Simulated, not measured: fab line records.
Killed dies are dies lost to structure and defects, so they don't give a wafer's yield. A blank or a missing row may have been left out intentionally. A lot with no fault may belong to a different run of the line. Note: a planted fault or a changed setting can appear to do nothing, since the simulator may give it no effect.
Which tool is to blame? + flow rit cmos + 21 wafers from 7 lots sampled at 2 of the route's 202 steps

== WHAT EACH GAUGE READ, for each wafer ==
RIT_NRETRO_OVL_MEAS_06.
| lot  | measured    | on         | NRETRO_OVL (nm) |
|------|-------------|------------|-----------------|
| L489 | day 2 14:23 | overlay-02 | -1.2 -0.2 0.3   |
| L492 | day 3 03:26 | overlay-02 | 1.0 0.1 -0.8    |
| L494 | day 3 13:34 | overlay-01 | -1.4 -3.0 -1.5  |
| L497 | day 4 06:16 | overlay-01 | 1.0 1.0 -1.0    |
| L499 | day 4 17:09 | overlay-01 | -2.8 -2.1 -2.6  |
| L506 | day 6 03:55 | overlay-01 | -2.1 -0.8 -2.9  |
| L509 | day 6 19:23 | overlay-01 | - - -           |

== TOOL THAT RAN EACH LOT (tool first, then ch and the chambers of the sampled wafers, then the start) ==
| lot  | RIT_NRETRO_COAT_01               |
|------|----------------------------------|
| L489 | litho track-03 ch 0, day 2 13:32 |
| L492 | litho track-03 ch 0, day 3 02:37 |
| L494 | litho track-02 ch 0, day 3 12:41 |
| L497 | litho track-04 ch 0, day 4 05:32 |
| L499 | litho track-04 ch 0, day 4 16:18 |
| L506 | litho track-02 ch 0, day 6 03:04 |
| L509 | litho track-03, day 6 18:32      |
- RIT_NRETRO_COAT_01: resist thk 1300 nm.

== THE ANSWER, worked out from the rows above alone ==
Rule: usual is defined by the lots themselves. The widest of any qualifying gaps counts: lots, ordered by their means at a reading, are off when they make up no more than a third of the lots, leave a main group of 4 or more, and stand apart from it by 3 or more times the standard deviation of that group's means. The tables above print the reading to a certain number of digits; a main group whose means all agree to those digits is not used. Also off: a lot with no number at a reading for which 4 or more lots have one. Where the step has rows for the other lots, those lots are counted as sound.
Off: at RIT_NRETRO_OVL_MEAS_06 (NRETRO_OVL), L509. Without a number there: L509. The main group: mean -1.1 nm, standard deviation 1.1.
A tool fits if, at a process step before that reading, it ran every lot that is off, and no sound lot after the first of them. Gauges at RIT_NRETRO_OVL_MEAS_06: tried the same way as those tools. 2 tools fit, litho track-03 at RIT_NRETRO_COAT_01 and overlay-01 at RIT_NRETRO_OVL_MEAS_06, so this cannot tell which one it is.

== WHAT HAD BEEN PUT IN BY THE SIMULATOR ==
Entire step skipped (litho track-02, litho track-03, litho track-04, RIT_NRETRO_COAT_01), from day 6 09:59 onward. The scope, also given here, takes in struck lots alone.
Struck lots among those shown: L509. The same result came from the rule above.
